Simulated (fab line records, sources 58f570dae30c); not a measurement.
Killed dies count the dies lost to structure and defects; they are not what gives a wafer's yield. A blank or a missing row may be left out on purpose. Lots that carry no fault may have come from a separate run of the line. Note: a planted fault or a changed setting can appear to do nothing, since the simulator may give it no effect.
Split-lot experiment + flow berkeley-cmos170 + 5 lots, 27 wafers read, on a route of 331 steps

THE SPLIT
At UCB170_M2_SPUTTER_01 (material Al, target thk 900 nm, time 120 s), the setting time-s was moved away from the recipe's 120 s on 9 of the 27 wafers read, by -46.7% to -17.9%. All remaining wafers had this setting at the recipe value.

FROM THE SPLIT TO THE READING: what the file shows between them, 5 steps
- UCB170_M2_RS_MEAS_02: measures by four-point-probe
- UCB170_M2_THK_MEAS_03: measures by xrf
- UCB170_M2_HMDS_04: prime time 60 s
- UCB170_M2_COAT_05: resist thk 900 nm
- UCB170_M2_ETCH_17: etches BARC in N2/H2

THE READING
oes-product-au, in a.u., at UCB170_M2_METAL_ETCH_18 (etches Al in Cl2/BCl3, stops on SiO2, target depth 1170 nm, time 195 s). A value of 0.852 a.u. with a standard deviation of 0.012 a.u. is what fault-free wafers of this fab line usually give.

| wafer  | tool, chamber at the split | time-s as run, s | against the recipe | oes-product-au, a.u. | against lot-mates on the recipe |
|--------|----------------------------|------------------|--------------------|----------------------|---------------------------------|
| L074.1 | pvd-sputter-02, -          | 78.61            | -34.5%             | 0.710                | -0.150                          |
| L074.2 | pvd-sputter-02, -          | 120              | recipe             | 0.835                | -                               |
| L074.3 | pvd-sputter-02, -          | 78.61            | -34.5%             | 0.672                | -0.188                          |
| L074.4 | pvd-sputter-02, -          | 120              | recipe             | 0.867                | -                               |
| L074.5 | pvd-sputter-02, -          | 78.61            | -34.5%             | 0.680                | -0.180                          |
| L074.6 | pvd-sputter-02, -          | 120              | recipe             | 0.877                | -                               |
| L077.1 | pvd-sputter-04, -          | 120              | recipe             | 0.864                | -                               |
| L077.2 | pvd-sputter-04, -          | 120              | recipe             | 0.848                | -                               |
| L077.3 | pvd-sputter-04, -          | 120              | recipe             | 0.853                | -                               |
| L077.4 | pvd-sputter-04, -          | 120              | recipe             | 0.858                | -                               |
| L077.5 | pvd-sputter-04, -          | 120              | recipe             | 0.846                | -                               |
| L077.6 | pvd-sputter-04, -          | 120              | recipe             | 0.860                | -                               |
| L076.1 | pvd-sputter-03, -          | 120              | recipe             | 0.861                | -                               |
| L076.2 | pvd-sputter-03, -          | 63.92            | -46.7%             | 0.631                | -0.229                          |
| L076.3 | pvd-sputter-03, -          | 120              | recipe             | 0.854                | -                               |
| L076.4 | pvd-sputter-03, -          | 120              | recipe             | 0.865                | -                               |
| L076.5 | pvd-sputter-03, -          | 63.92            | -46.7%             | 0.644                | -0.216                          |
| L076.6 | pvd-sputter-03, -          | 63.92            | -46.7%             | 0.638                | -0.222                          |
| L078.2 | pvd-sputter-03, -          | 120              | recipe             | 0.856                | -                               |
| L078.3 | pvd-sputter-03, -          | 120              | recipe             | 0.867                | -                               |
| L078.5 | pvd-sputter-03, -          | 120              | recipe             | 0.861                | -                               |
| L080.1 | pvd-sputter-02, -          | 98.53            | -17.9%             | 0.778                | -0.072                          |
| L080.2 | pvd-sputter-02, -          | 120              | recipe             | 0.868                | -                               |
| L080.3 | pvd-sputter-02, -          | 120              | recipe             | 0.837                | -                               |
| L080.4 | pvd-sputter-02, -          | 98.53            | -17.9%             | 0.782                | -0.068                          |
| L080.5 | pvd-sputter-02, -          | 120              | recipe             | 0.846                | -                               |
| L080.6 | pvd-sputter-02, -          | 98.53            | -17.9%             | 0.771                | -0.079                          |

FIT RESULTS
A straight line over all 27 wafers: oes-product-au changes by +0.00475 a.u. for each +1% of time-s; r = +0.99; the points scatter about the line by 0.011 a.u.
The same after taking each lot's own level away (the mean of its wafers on the recipe; 27 wafers): +0.0048 a.u. for each +1%; r = +0.99; scatter 0.012 a.u.
The reading moves by 0.22 a.u. for the largest change in time-s, on that fit.
The span of the lots' own levels, 0.8503 to 0.8613 a.u., comes to 0.9 times the standard deviation stated above.
The two slopes agree, so the slope changes little with the lot-to-lot level.
Check: -0.222 a.u. against its lot-mates is what the line predicts for one of the wafers moved furthest among these (-46.7%) when that wafer is left out of the fit. Against them it came out at -0.229 a.u.

THE WHOLE CHAIN: every reading that the file lists as answering this split, in the file's order
| step                    | what it does                                                           | reading                                                                     | change (the file's fit)                   | r (the file's) |
|-------------------------|------------------------------------------------------------------------|-----------------------------------------------------------------------------|-------------------------------------------|----------------|
| UCB170_M2_SPUTTER_01    | material Al, target thk 900 nm, time 120 s                             | Al_of_M2_SPUTTER_01.thk-nm (the simulator's own value, which no gauge read) | +8.82 nm for each +1% of the setting      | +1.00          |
| UCB170_M2_RS_MEAS_02    | measures by four-point-probe                                           | M2_AL_RS                                                                    | -0.000539 for each +1% of the setting     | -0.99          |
| UCB170_M2_THK_MEAS_03   | measures by xrf                                                        | M2_AL_THK                                                                   | +8.7 for each +1% of the setting          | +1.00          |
| UCB170_M2_METAL_ETCH_18 | etches Al in Cl2/BCl3, stops on SiO2, target depth 1170 nm, time 195 s | oes-product-au                                                              | +0.00478 a.u. for each +1% of the setting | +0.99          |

FILE'S OWN FIT
oes-product-au changes by +0.00478 a.u. for each +1% of time-s, r = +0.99.
